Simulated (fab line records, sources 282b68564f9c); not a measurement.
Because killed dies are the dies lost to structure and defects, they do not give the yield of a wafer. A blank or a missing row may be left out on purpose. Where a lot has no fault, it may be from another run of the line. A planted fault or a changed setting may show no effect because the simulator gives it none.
Which tool was responsible?    flow rit-cmos    Sampling: 14 lots, 42 wafers, 2 of 202 route steps

== WHAT THE GAUGES SHOWED, per wafer ==
No reading from a measuring or inspecting step in the record can be judged against a usual standard deviation.

== WHICH TOOL RAN EACH LOT (tool, then ch and the chambers of the sampled wafers, then the start) ==
lot   RIT_PLDD_SOFTBAKE_02              RIT_M1_PROBE_99
L179  litho-track-03 ch 0, day 2 23:06  -
L180  litho-track-03 ch 0, day 3 04:59  -
L183  litho-track-02 ch 0, day 4 00:13  -
L184  litho-track-01 ch 0, day 4 05:10  prober-02, day 4 19:44
L185  litho-track-02 ch 0, day 4 11:58  prober-01, day 5 02:25
L186  litho-track-03 ch 0, day 4 16:52  -
L190  litho-track-02 ch 0, day 5 07:09  prober-02, day 5 21:59
L193  litho-track-02 ch 0, day 6 00:09  -
L196  litho-track-03 ch 0, day 6 12:50  prober-02, day 7 03:33
L197  litho-track-01 ch 0, day 6 17:36  -
L198  litho-track-01 ch 0, day 6 19:47  -
L199  litho-track-01 ch 0, day 7 02:59  -
L200  litho-track-03 ch 0, day 7 07:40  -
L201  litho-track-03 ch 0, day 7 10:13  -
- RIT_PLDD_SOFTBAKE_02: time 60 s.
- RIT_M1_PROBE_99

== AS READ BY THE TOOLS THEMSELVES (means over the sampled wafers that have a number; for cases with no such wafer, the mark the record gives instead) ==
RIT_PLDD_SOFTBAKE_02.
lot   tool            heater-power-total-W (W)  plate-temp-C (C)  run-length-s (s)
L179  litho-track-03  34.59                     89.88             89.10
L180  litho-track-03  34.57                     89.85             89.12
L183  litho-track-02  34.59                     90.05             88.94
L184  litho-track-01  34.53                     90.16             89.00
L185  litho-track-02  34.61                     89.87             89.11
L186  litho-track-03  34.60                     89.95             89.09
L190  litho-track-02  35.60                     -                 83.03
L193  litho-track-02  35.58                     -                 82.94
L196  litho-track-03  34.61                     90.05             89.02
L197  litho-track-01  34.55                     90.00             89.05
L198  litho-track-01  34.58                     90.00             89.04
L199  litho-track-01  34.53                     90.00             89.22
L200  litho-track-03  34.58                     90.04             89.18
L201  litho-track-03  34.59                     89.97             89.07

RIT_M1_PROBE_99.
lot   tool       killed_at_M0_to_M3  killed-at-contacts  killed-at-front-end  killed-dies  killed-open  killed-short
L184  prober-02  0.0                 0.0                 7                    7            4.0          2.7
L185  prober-01  0.0                 0.0                 7                    7            3.7          3.7
L190  prober-02  0.0                 0.0                 7                    7            4.0          2.7
L196  prober-02  0.0                 0.0                 10                   10           5.7          4.0

== THE ANSWER, worked out from the rows above alone ==
Rule: the usual values come from the lots themselves. Put in order of their means at a reading, lots are off if they are a third of the lots or fewer, leave a main group of 4 or more, and stand apart from it by a gap of 3 or more times the standard deviation of the main group's means; of several such gaps the widest counts. A main group whose means are all the same, to the digits that the tables above print for the reading, isn't used. A lot without any number at a reading at which 4 lots or more have one is off too. Where the step has rows for the other lots, those lots are counted as sound. First the gauges in route order, then the tools' own readings, where a lot's mean is used as printed above. The first step at which some lot is off is used, and at that step the reading that is off furthest; a lot without a number counts as furthest.
Off: L190, L193, at RIT_PLDD_SOFTBAKE_02 (plate-temp-C). Without a number there: L190, L193. For the main group the mean is 89.98 C and the standard deviation 0.085.
A tool fits if, at that step or a process step before it, it ran every lot that is off, and no sound lot after the first of them. One fits: RIT_PLDD_SOFTBAKE_02 on litho-track-02. A fault onset in the window from L185 (day 4 11:58, its last sound lot) to L190 (day 5 07:09, its first lot off) fits.
The tool's own readings at RIT_PLDD_SOFTBAKE_02 bear it out: on the lots that are off they differ by more than 5 times the standard deviation of the sound lots' means. heater-power-total-W reads 35.59 W there against 34.58 W on the sound lots; run-length-s reads 82.98 s there against 89.08 s on the sound lots.
Blank at RIT_PLDD_SOFTBAKE_02 on the lots that are off, where sound lots have numbers: plate-temp-C.

== WHAT THE SIMULATOR HAD PUT IN ==
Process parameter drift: litho-track-02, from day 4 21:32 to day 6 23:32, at RIT_PLDD_SOFTBAKE_02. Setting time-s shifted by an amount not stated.
Struck lots among those shown: L190, L193. The same result came from the rule above.
